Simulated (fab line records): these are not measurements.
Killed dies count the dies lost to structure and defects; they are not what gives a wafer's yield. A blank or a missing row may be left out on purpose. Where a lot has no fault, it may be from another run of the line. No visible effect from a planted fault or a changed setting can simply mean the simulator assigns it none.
fab line records	flow berkeley-cmos170	part 1 of 2: steps 1 to 26 of 37
[record] lots = 5	wafers = 15	last-day = 13
route steps=331 shown FIELD@96 SACOX@97 SCREENOX@100 NVT@104 PVT@115 GATE@125
lots untouched by any fault: they come from a run of this same line in which no faults occurred
start-h: start of the lot's first displayed wafer, in hours after the record's first day	wait-h: hours elapsed since this lot's preceding step	" repeats the value in the row above	L1.1+2: one row covering several wafers at once	- either no value or no given start	* or withheld: withheld	< > ~ a bound
route shown NAME@n: a module of which the file shows steps, and the number in the route of the first	usual: average and standard deviation across the fault-free wafers	same: alike in all rows	chamber/n: place in a boat	sites: the reading at each site	_std_site: their standard deviation	_edge_site: inner sites' mean taken away from outer sites' mean	radius-mm: for every site, how far away it sits from the centre of the wafer	mask NAME#n: copy n	behind: the most recent tool/chamber to have shaped the wafer	hold: what put the lot on hold/how long, in hours/how the hold closed	device: transistor that didn't switch, given as n, p or np	end of line: at the end of the route, the tests of the same wafers	for a step that has no rows: nothing shown but its recipe	killed: the dies lost at the first sort to structure and to defects; this is not the yield of the wafer	map: dies across one wafer; x = killed, . = not, _ = none there
set.NAME: setting as actually run; set.NAME@STEP: the setting as run at that earlier step	model.NAME: the simulator's own value behind a step, which no gauge read
lots at selected steps of the route; one table per step, one row per wafer
services: from which hour (start-h, from the record's first day; less than 0 if before it) a tool's chamber was out of use, for how many hours, and why
[[steps]]
[step UCB170_FIELD_THK_MEAS_90]
[recipe] reads = SiO2_of_FIELD_OXIDATION_01
[usual] FIELD_OXIDE_LEFT_1_THK = 436/11
lot.wafer	tool	chamber	start-h	wait-h	FIELD_OXIDE_LEFT_1_THK[nm]
L078.2	film-metro-02	-	165.86	0.0	412
L078.3	"	-	"	"	420
L078.6	"	-	"	"	430
L080.3	film-metro-04	-	165.88	0.0	443
L080.4	"	-	"	"	446
L080.6	"	-	"	"	446
L082.1	film-metro-01	-	178.79	0.0	421
L082.3	"	-	"	"	418
L082.6	"	-	"	"	419
L092.1	film-metro-02	-	209.97	0.0	453
L092.4	"	-	"	"	450
L092.5	"	-	"	"	440
L095.3	film-metro-01	-	224.00	0.0	441
L095.4	"	-	"	"	442
L095.6	"	-	"	"	439
[step UCB170_SACOX_CLEAN_00]
[recipe] chemistry = dHF	dilution = 25:1	time-s = 7.5
lot.wafer	tool	chamber	start-h	wait-h
L078.2+3+6	wet-bench-04	2	165.91	0.0
L080.3+4+6	wet-bench-03	2	165.92	0.0
L082.1+3+6	wet-bench-04	1	179.16	0.4
L092.1+4+5	wet-bench-02	3	210.03	0.1
L095.3+4+6	wet-bench-04	2	224.04	0.0
[step UCB170_SACOX_OXIDATION_01]
[recipe] temp-c = 900	ambient = O2	target-thk-a = 144	ox-time-s = 2473
lot.wafer	tool	chamber	start-h	wait-h
L078.2+3+6	furnace-04	0	171.76	5.8
L080.3+4+6	furnace-04	0	171.76	5.8
L082.1+3+6	furnace-04	0	185.36	6.2
L092.1+4+5	furnace-01	0	214.12	4.1
L095.3+4+6	furnace-01	0	230.76	6.7
[step UCB170_SACOX_THK_MEAS_02]
[recipe] reads = SiO2_of_SACOX_OXIDATION_01
[usual] SACOX_OXIDE_THK = 14.72/0.29
lot.wafer	tool	chamber	start-h	wait-h	SACOX_OXIDE_THK[nm]
L078.2	film-metro-02	-	173.44	0.0	14.72
L078.3	"	-	"	"	14.67
L078.6	"	-	"	"	14.76
L080.3	film-metro-04	-	173.45	0.0	14.29
L080.4	"	-	"	"	14.52
L080.6	"	-	"	"	14.72
L082.1	film-metro-03	-	187.03	0.0	15.41
L082.3	"	-	"	"	15.62
L082.6	"	-	"	"	15.36
L092.1	film-metro-02	-	215.79	0.0	15.10
L092.4	"	-	"	"	14.95
L092.5	"	-	"	"	15.12
L095.3	film-metro-02	-	232.44	0.0	14.46
L095.4	"	-	"	"	14.46
L095.6	"	-	"	"	14.41
[step UCB170_SCREENOX_WET_ETCH_00]
[recipe] chemistry = dHF	dilution = 25:1	target = SiO2	temp-c = 25	time-s = 200
[usual] bath-heat-duty-pct = 6.2/0.83	temp-c = 25.00/0.1
lot.wafer	tool	chamber	start-h	wait-h	bath-heat-duty-pct	temp-c
L078.2	wet-bench-04	1	173.49	0.0	7.3	24.97
L078.3	"	1	"	"	6.2	24.94
L078.6	"	1	"	"	7.5	24.97
L080.3	wet-bench-04	0	173.49	0.0	5.9	25.12
L080.4	"	0	"	"	6.6	24.95
L080.6	"	0	"	"	7.2	24.94
L082.1	wet-bench-04	3	187.17	0.1	5.0	24.99
L082.3	"	3	"	"	5.2	24.99
L082.6	"	3	"	"	5.3	24.98
L092.1	wet-bench-01	3	216.64	0.8	5.1	25.18
L092.4	"	3	"	"	6.0	25.06
L092.5	"	3	"	"	5.6	25.02
L095.3	wet-bench-04	2	232.48	0.0	5.9	24.88
L095.4	"	2	"	"	6.8	24.87
L095.6	"	2	"	"	6.7	24.96
[step UCB170_SCREENOX_OXIDATION_01]
[recipe] temp-c = 900	ambient = O2	target-thk-a = 144	ox-time-s = 2400
lot.wafer	tool	chamber	start-h	wait-h
L078.2+3+6	furnace-04	0	178.26	4.6
L080.3+4+6	furnace-04	0	178.26	4.6
L082.1+3+6	furnace-04	0	196.38	9.1
L092.1+4+5	furnace-02	0	220.36	3.7
L095.3+4+6	furnace-02	0	236.94	4.4
[step UCB170_SCREENOX_THK_MEAS_02]
[recipe] reads = SiO2_of_SCREENOX_OXIDATION_01
[usual] SCREENOX_OXIDE_THK = 14.42/0.27
lot.wafer	tool	chamber	start-h	wait-h	SCREENOX_OXIDE_THK[nm]
L078.2	film-metro-01	-	179.94	0.0	14.61
L078.3	"	-	"	"	14.23
L078.6	"	-	"	"	14.10
L080.3	film-metro-03	-	179.95	0.0	14.42
L080.4	"	-	"	"	14.35
L080.6	"	-	"	"	14.48
L082.1	film-metro-01	-	198.05	0.0	14.62
L082.3	"	-	"	"	14.56
L082.6	"	-	"	"	14.51
L092.1	film-metro-01	-	222.03	0.0	14.45
L092.4	"	-	"	"	14.20
L092.5	"	-	"	"	14.29
L095.3	film-metro-04	-	238.63	0.0	14.31
L095.4	"	-	"	"	14.22
L095.6	"	-	"	"	14.66
[step UCB170_SCREENOX_ANNEAL_03]
[recipe] temp-c = 900	time-s = 900	ambient = N2
lot.wafer	tool	chamber	start-h	wait-h
L078.2+3+6	furnace-04	0	187.03	7.1
L080.3+4+6	furnace-04	0	187.03	7.1
L082.1+3+6	furnace-02	0	206.43	8.4
L092.1+4+5	furnace-02	0	227.94	5.9
L095.3+4+6	furnace-04	0	242.45	3.8
[step UCB170_NVT_HMDS_00]
[recipe] prime-time-s = 60	prime-temp-c = 100
[usual] resist-line-temp-C = 23.01/0.086
lot.wafer	tool	chamber	start-h	wait-h	resist-line-temp-C
L080.3	litho-track-02	0	188.33	0.1	23.12
L080.4	"	0	"	"	23.01
L080.6	"	0	"	"	22.97
L078.2	litho-track-04	0	188.57	0.3	23.01
L078.3	"	0	"	"	23.06
L078.6	"	0	"	"	23.19
L082.1	litho-track-04	0	207.91	0.2	22.99
L082.3	"	0	"	"	22.99
L082.6	"	0	"	"	22.89
L092.1	litho-track-03	0	229.28	0.1	23.04
L092.4	"	0	"	"	22.93
L092.5	"	0	"	"	22.82
L095.3	litho-track-02	0	243.85	0.2	23.05
L095.4	"	0	"	"	23.04
L095.6	"	0	"	"	23.01
[step UCB170_NVT_COAT_01]
[recipe] resist = KrF	spin-rpm = 1500	resist-thk-nm = 900
[usual] resist-line-temp-C = 22.99/0.099
lot.wafer	tool	chamber	start-h	wait-h	resist-line-temp-C
L080.3	litho-track-02	0	188.48	0.1	22.97
L080.4	"	0	"	"	23.05
L080.6	"	0	"	"	23.06
L078.2	litho-track-04	0	188.72	0.1	23.05
L078.3	"	0	"	"	23.20
L078.6	"	0	"	"	22.98
L082.1	litho-track-04	0	208.06	0.1	23.02
L082.3	"	0	"	"	22.99
L082.6	"	0	"	"	23.06
L092.1	litho-track-03	0	229.43	0.1	23.03
L092.4	"	0	"	"	23.08
L092.5	"	0	"	"	23.02
L095.3	litho-track-02	0	244.00	0.1	22.96
L095.4	"	0	"	"	22.95
L095.6	"	0	"	"	22.96
[step UCB170_NVT_SOFTBAKE_02]
[recipe] resist = KrF	temp-c = 130	time-s = 60
[usual] plate-temp-C = 130.00/0.14	resist-line-temp-C = 23.01/0.096
lot.wafer	tool	chamber	start-h	wait-h	plate-temp-C	resist-line-temp-C
L080.3	litho-track-02	0	188.63	0.1	129.89	23.03
L080.4	"	0	"	"	129.82	23.06
L080.6	"	0	"	"	129.99	22.94
L078.2	litho-track-04	0	188.87	0.1	130.11	23.11
L078.3	"	0	"	"	129.91	23.04
L078.6	"	0	"	"	129.93	23.20
L082.1	litho-track-04	0	208.21	0.1	130.03	23.22
L082.3	"	0	"	"	129.93	23.18
L082.6	"	0	"	"	129.89	23.19
L092.1	litho-track-03	0	229.58	0.1	130.06	22.98
L092.4	"	0	"	"	130.18	23.15
L092.5	"	0	"	"	130.09	23.00
L095.3	litho-track-02	0	244.15	0.1	129.88	22.85
L095.4	"	0	"	"	130.23	22.92
L095.6	"	0	"	"	129.84	23.03
[step UCB170_NVT_EXPOSE_03]
[recipe] mask-id = PWELL	target-cd-nm = 3000	na = 0.5	sigma-outer = 0.6	source-shape = conventional	dose-mj = 30
[usual] focus-offset-nm = 0.0/0.59
lot.wafer	tool	chamber	start-h	wait-h	mask	focus-offset-nm
L080.3	krf-scanner-02	0	189.01	0.4	PWELL#0	-1.0
L080.4	"	0	"	"	PWELL#0	0.1
L080.6	"	0	"	"	PWELL#0	-1.2
L078.2	krf-scanner-01	0	189.23	0.3	PWELL#0	0.2
L078.3	"	0	"	"	PWELL#0	-0.4
L078.6	"	0	"	"	PWELL#0	-0.1
L082.1	krf-scanner-01	0	208.51	0.3	PWELL#0	1.2
L082.3	"	0	"	"	PWELL#0	0.2
L082.6	"	0	"	"	PWELL#0	1.2
L092.1	krf-scanner-02	0	229.73	0.1	PWELL#0	0.5
L092.4	"	0	"	"	PWELL#0	0.6
L092.5	"	0	"	"	PWELL#0	0.0
L095.3	krf-scanner-02	0	244.29	0.1	PWELL#0	-0.1
L095.4	"	0	"	"	PWELL#0	-0.6
L095.6	"	0	"	"	PWELL#0	0.2
[step UCB170_NVT_PEB_04]
[recipe] peb-temp-c = 130	peb-time-s = withheld	resist = KrF
[usual] plate-temp-C = 129.97/0.14	resist-line-temp-C = 23.00/0.082
lot.wafer	tool	chamber	start-h	wait-h	plate-temp-C	resist-line-temp-C
L080.3	litho-track-04	0	189.14	0.1	129.85	22.92
L080.4	"	0	"	"	129.76	22.78
L080.6	"	0	"	"	129.73	22.90
L078.2	litho-track-02	0	189.36	0.1	130.11	22.99
L078.3	"	0	"	"	129.91	23.07
L078.6	"	0	"	"	129.87	22.95
L082.1	litho-track-02	0	208.96	0.4	129.95	23.00
L082.3	"	0	"	"	129.91	23.05
L082.6	"	0	"	"	130.02	23.04
L092.1	litho-track-03	0	230.18	0.4	130.27	23.02
L092.4	"	0	"	"	129.87	22.90
L092.5	"	0	"	"	130.03	23.00
L095.3	litho-track-03	0	244.42	0.1	129.77	23.09
L095.4	"	0	"	"	129.86	22.88
L095.6	"	0	"	"	129.93	23.01
[step UCB170_NVT_DEVELOP_05]
[recipe] developer = TMAH	develop-time-s = 45	resist = KrF	dev-temp-c = 21
[usual] resist-line-temp-C = 22.98/0.11
[same] develop-time-s = 45
lot.wafer	tool	chamber	start-h	wait-h	resist-line-temp-C
L080.3	litho-track-04	0	-	-	23.00
L080.4	"	0	"	"	23.07
L080.6	"	0	"	"	23.04
L078.2	litho-track-02	0	-	-	23.06
L078.3	"	0	"	"	23.19
L078.6	"	0	"	"	23.13
L082.1	litho-track-02	0	-	-	22.99
L082.3	"	0	"	"	23.15
L082.6	"	0	"	"	23.16
L092.1	litho-track-03	0	-	-	23.04
L092.4	"	0	"	"	23.16
L092.5	"	0	"	"	22.99
L095.3	litho-track-03	0	-	-	23.08
L095.4	"	0	"	"	23.05
L095.6	"	0	"	"	22.95
[step UCB170_NVT_OVL_MEAS_06]
[usual] NVT_OVL = 3/5.6
lot.wafer	tool	chamber	start-h	wait-h	NVT_OVL[nm]
L080.3	overlay-01	-	189.38	-	10
L080.4	"	-	"	"	6
L080.6	"	-	"	"	4
L078.2	overlay-02	-	189.61	-	3
L078.3	"	-	"	"	4
L078.6	"	-	"	"	3
L082.1	overlay-02	-	209.23	-	-5
L082.3	"	-	"	"	-2
L082.6	"	-	"	"	-1
L092.1	overlay-02	-	230.46	-	9
L092.4	"	-	"	"	12
L092.5	"	-	"	"	4
L095.3	overlay-02	-	244.66	-	0
L095.4	"	-	"	"	4
L095.6	"	-	"	"	10
[step UCB170_NVT_IMPLANT_07]
[recipe] species = BF2	dose-cm2 = 3e+12	energy-kev = 50	tilt-deg = 7
[usual] beam-on-s = 10.01/0.21
lot.wafer	tool	chamber	start-h	wait-h	beam-on-s
L080.3	implanter-03	0	189.45	0.1	10.08
L080.4	"	0	"	"	10.06
L080.6	"	0	"	"	10.18
L078.2	implanter-01	0	189.67	0.0	10.07
L078.3	"	0	"	"	9.59
L078.6	"	0	"	"	10.13
L082.1	implanter-03	0	209.27	0.0	9.71
L082.3	"	0	"	"	10.40
L082.6	"	0	"	"	10.11
L092.1	implanter-01	0	230.49	0.0	10.09
L092.4	"	0	"	"	9.66
L092.5	"	0	"	"	9.67
L095.3	implanter-01	0	244.73	0.1	9.92
L095.4	"	0	"	"	9.91
L095.6	"	0	"	"	10.13
[step UCB170_NVT_STRIP_08]
[recipe] chemistry = O2	power-w = 400	pressure-mtorr = 3500	platen-temp-c = withheld	o2-flow-sccm = 400	overash-fraction = 0.5
[usual] drypump-motor-current-A = 6.1/0.53	oes-product-au = 0.735/0.0046	strip-time-to-endpoint-s = 21.61/0.071
lot.wafer	tool	chamber	start-h	wait-h	drypump-motor-current-A	oes-product-au	rf-hours-counter-h	strip-time-to-endpoint-s
L080.3	plasma-asher-02	0	189.58	0.1	6.6	0.736	-	21.67
L080.4	"	1	"	"	5.3	0.736	-	21.69
L080.6	"	0	"	"	6.5	0.730	-	21.74
L078.2	plasma-asher-01	0	189.79	0.1	5.9	0.728	40	21.62
L078.3	"	0	"	"	6.0	0.733	-	21.58
L078.6	"	0	"	"	6.0	0.729	-	21.60
L082.1	plasma-asher-01	1	209.42	0.1	6.3	0.741	42	21.48
L082.3	"	1	"	"	6.2	0.739	-	21.51
L082.6	"	1	"	"	6.3	0.737	-	21.50
L092.1	plasma-asher-02	0	230.64	0.1	6.6	0.734	47	21.56
L092.4	"	1	"	"	5.2	0.732	-	21.50
L092.5	"	1	"	"	5.2	0.740	-	21.54
L095.3	plasma-asher-02	1	244.86	0.1	5.3	0.734	-	21.73
L095.4	"	0	"	"	6.6	0.733	-	21.70
L095.6	"	1	"	"	5.3	0.738	-	21.73
[step UCB170_NVT_TW_MEAS_09]
[usual] NVT_TW = 526.7/2.7
lot.wafer	tool	chamber	start-h	wait-h	NVT_TW
L080.3	film-metro-01	-	189.67	0.1	529.9
L080.4	"	-	"	"	527.8
L080.6	"	-	"	"	529.3
L078.2	film-metro-02	-	189.90	0.1	529.0
L078.3	"	-	"	"	532.8
L078.6	"	-	"	"	529.9
L082.1	film-metro-03	-	209.52	0.1	523.1
L082.3	"	-	"	"	521.3
L082.6	"	-	"	"	523.8
L092.1	film-metro-02	-	230.74	0.1	532.5
L092.4	"	-	"	"	530.1
L092.5	"	-	"	"	530.1
L095.3	film-metro-02	-	244.95	0.1	530.6
L095.4	"	-	"	"	526.5
L095.6	"	-	"	"	527.5
[step UCB170_NVT_CLEAN_10]
[recipe] chemistry = SPM	temp-c = 120	time-s = 600
[usual] bath-heat-duty-pct = 12.9/1.5	temp-c = 120.02/0.12
lot.wafer	tool	chamber	start-h	wait-h	bath-heat-duty-pct	temp-c
L078.2	wet-bench-02	0	190.00	0.1	13.5	120.06
L078.3	"	0	"	"	14.9	119.97
L078.6	"	0	"	"	14.0	120.02
L080.3	wet-bench-02	2	190.00	0.3	14.3	120.03
L080.4	"	2	"	"	14.0	120.13
L080.6	"	2	"	"	12.5	120.18
L082.1	wet-bench-02	3	209.58	0.1	13.3	120.16
L082.3	"	3	"	"	13.2	120.09
L082.6	"	3	"	"	11.2	120.08
L092.1	wet-bench-03	2	230.80	0.1	12.8	119.96
L092.4	"	2	"	"	12.6	120.04
L092.5	"	2	"	"	12.1	120.03
L095.3	wet-bench-03	0	247.59	2.6	13.5	120.23
L095.4	"	0	"	"	13.4	119.89
L095.6	"	0	"	"	13.7	120.04
[step UCB170_PVT_HMDS_00]
[recipe] prime-time-s = 60	prime-temp-c = 100
[usual] resist-line-temp-C = 22.97/0.12
lot.wafer	tool	chamber	start-h	wait-h	resist-line-temp-C
L080.3	litho-track-01	0	190.24	0.1	23.12
L080.4	"	0	"	"	22.91
L080.6	"	0	"	"	22.99
L078.2	litho-track-03	0	190.32	0.1	22.91
L078.3	"	0	"	"	22.90
L078.6	"	0	"	"	22.81
L082.1	litho-track-04	0	209.81	0.1	23.21
L082.3	"	0	"	"	23.04
L082.6	"	0	"	"	22.92
L092.1	litho-track-01	0	231.15	0.2	22.95
L092.4	"	0	"	"	22.92
L092.5	"	0	"	"	23.03
L095.3	litho-track-03	0	247.82	0.1	22.89
L095.4	"	0	"	"	22.81
L095.6	"	0	"	"	22.80
[step UCB170_PVT_COAT_01]
[recipe] resist = KrF	spin-rpm = 1500	resist-thk-nm = 900
[usual] resist-line-temp-C = 23.00/0.092
lot.wafer	tool	chamber	start-h	wait-h	resist-line-temp-C
L080.3	litho-track-01	0	190.39	0.1	23.06
L080.4	"	0	"	"	22.82
L080.6	"	0	"	"	22.97
L078.2	litho-track-03	0	190.47	0.1	23.05
L078.3	"	0	"	"	23.05
L078.6	"	0	"	"	23.06
L082.1	litho-track-04	0	209.96	0.1	22.90
L082.3	"	0	"	"	22.90
L082.6	"	0	"	"	22.95
L092.1	litho-track-01	0	231.30	0.1	22.95
L092.4	"	0	"	"	22.92
L092.5	"	0	"	"	22.91
L095.3	litho-track-03	0	247.97	0.1	23.06
L095.4	"	0	"	"	22.83
L095.6	"	0	"	"	23.18
[step UCB170_PVT_SOFTBAKE_02]
[recipe] resist = KrF	temp-c = 130	time-s = 60
[usual] plate-temp-C = 129.98/0.13	resist-line-temp-C = 22.98/0.11
lot.wafer	tool	chamber	start-h	wait-h	plate-temp-C	resist-line-temp-C
L080.3	litho-track-01	0	190.54	0.1	130.04	22.83
L080.4	"	0	"	"	129.99	22.94
L080.6	"	0	"	"	129.99	22.89
L078.2	litho-track-03	0	190.62	0.1	129.95	23.05
L078.3	"	0	"	"	129.78	22.84
L078.6	"	0	"	"	129.87	22.95
L082.1	litho-track-04	0	210.11	0.1	130.06	22.85
L082.3	"	0	"	"	130.03	22.84
L082.6	"	0	"	"	130.07	23.01
L092.1	litho-track-01	0	231.45	0.1	130.10	22.87
L092.4	"	0	"	"	130.25	23.02
L092.5	"	0	"	"	130.01	22.88
L095.3	litho-track-03	0	248.12	0.1	130.11	22.94
L095.4	"	0	"	"	129.98	23.00
L095.6	"	0	"	"	130.09	23.15
[step UCB170_PVT_EXPOSE_03]
[recipe] mask-id = NWELL	target-cd-nm = 3000	na = 0.5	sigma-outer = 0.6	source-shape = conventional	dose-mj = 30
[usual] focus-offset-nm = -0.1/0.53
lot.wafer	tool	chamber	start-h	wait-h	mask	focus-offset-nm
L080.3	krf-scanner-01	0	190.92	0.4	NWELL#0	-0.7
L080.4	"	0	"	"	NWELL#0	-1.0
L080.6	"	0	"	"	NWELL#0	-0.3
L078.2	krf-scanner-02	0	191.14	0.5	NWELL#0	-0.4
L078.3	"	0	"	"	NWELL#0	0.0
L078.6	"	0	"	"	NWELL#0	-0.1
L082.1	krf-scanner-01	0	210.37	0.2	NWELL#0	-0.3
L082.3	"	0	"	"	NWELL#0	-0.4
L082.6	"	0	"	"	NWELL#0	0.0
L092.1	krf-scanner-01	0	231.60	0.1	NWELL#0	-0.3
L092.4	"	0	"	"	NWELL#0	-0.5
L092.5	"	0	"	"	NWELL#0	-0.5
L095.3	krf-scanner-02	0	248.38	0.2	NWELL#0	-0.1
L095.4	"	0	"	"	NWELL#0	-0.5
L095.6	"	0	"	"	NWELL#0	0.2
[step UCB170_PVT_PEB_04]
[recipe] peb-temp-c = 130	peb-time-s = withheld	resist = KrF
[usual] plate-temp-C = 130.01/0.13	resist-line-temp-C = 22.98/0.11
lot.wafer	tool	chamber	start-h	wait-h	plate-temp-C	resist-line-temp-C
L080.3	litho-track-01	0	191.41	0.5	130.10	22.81
L080.4	"	0	"	"	129.95	22.78
L080.6	"	0	"	"	129.89	22.96
L078.2	litho-track-03	0	191.67	0.5	129.97	22.79
L078.3	"	0	"	"	129.84	22.87
L078.6	"	0	"	"	130.06	22.88
L082.1	litho-track-03	0	210.75	0.4	129.94	23.02
L082.3	"	0	"	"	129.87	22.89
L082.6	"	0	"	"	129.94	22.86
L092.1	litho-track-01	0	232.05	0.4	130.18	23.06
L092.4	"	0	"	"	130.09	23.10
L092.5	"	0	"	"	129.92	23.11
L095.3	litho-track-01	0	248.89	0.5	130.11	23.07
L095.4	"	0	"	"	130.08	22.89
L095.6	"	0	"	"	129.95	23.00
[step UCB170_PVT_DEVELOP_05]
[recipe] developer = TMAH	develop-time-s = 45	resist = KrF	dev-temp-c = 21
[usual] resist-line-temp-C = 23.01/0.13
[same] develop-time-s = 45
lot.wafer	tool	chamber	start-h	wait-h	resist-line-temp-C
L080.3	litho-track-01	0	-	-	23.09
L080.4	"	0	"	"	22.92
L080.6	"	0	"	"	22.90
L078.2	litho-track-03	0	-	-	23.03
L078.3	"	0	"	"	23.08
L078.6	"	0	"	"	22.87
L082.1	litho-track-03	0	-	-	23.18
L082.3	"	0	"	"	23.00
L082.6	"	0	"	"	22.99
L092.1	litho-track-01	0	-	-	23.08
L092.4	"	0	"	"	23.02
L092.5	"	0	"	"	22.97
L095.3	litho-track-01	0	-	-	23.13
L095.4	"	0	"	"	23.11
L095.6	"	0	"	"	23.14
[step UCB170_PVT_OVL_MEAS_06]
[usual] PVT_OVL = 4/6.2
lot.wafer	tool	chamber	start-h	wait-h	PVT_OVL[nm]
L080.3	overlay-01	-	191.65	-	-3
L080.4	"	-	"	"	-4
L080.6	"	-	"	"	2
L078.2	overlay-02	-	191.93	-	9
L078.3	"	-	"	"	9
L078.6	"	-	"	"	7
L082.1	overlay-02	-	211.02	-	5
L082.3	"	-	"	"	-3
L082.6	"	-	"	"	1
L092.1	overlay-01	-	232.32	-	1
L092.4	"	-	"	"	4
L092.5	"	-	"	"	10
L095.3	overlay-01	-	249.13	-	3
L095.4	"	-	"	"	3
L095.6	"	-	"	"	5
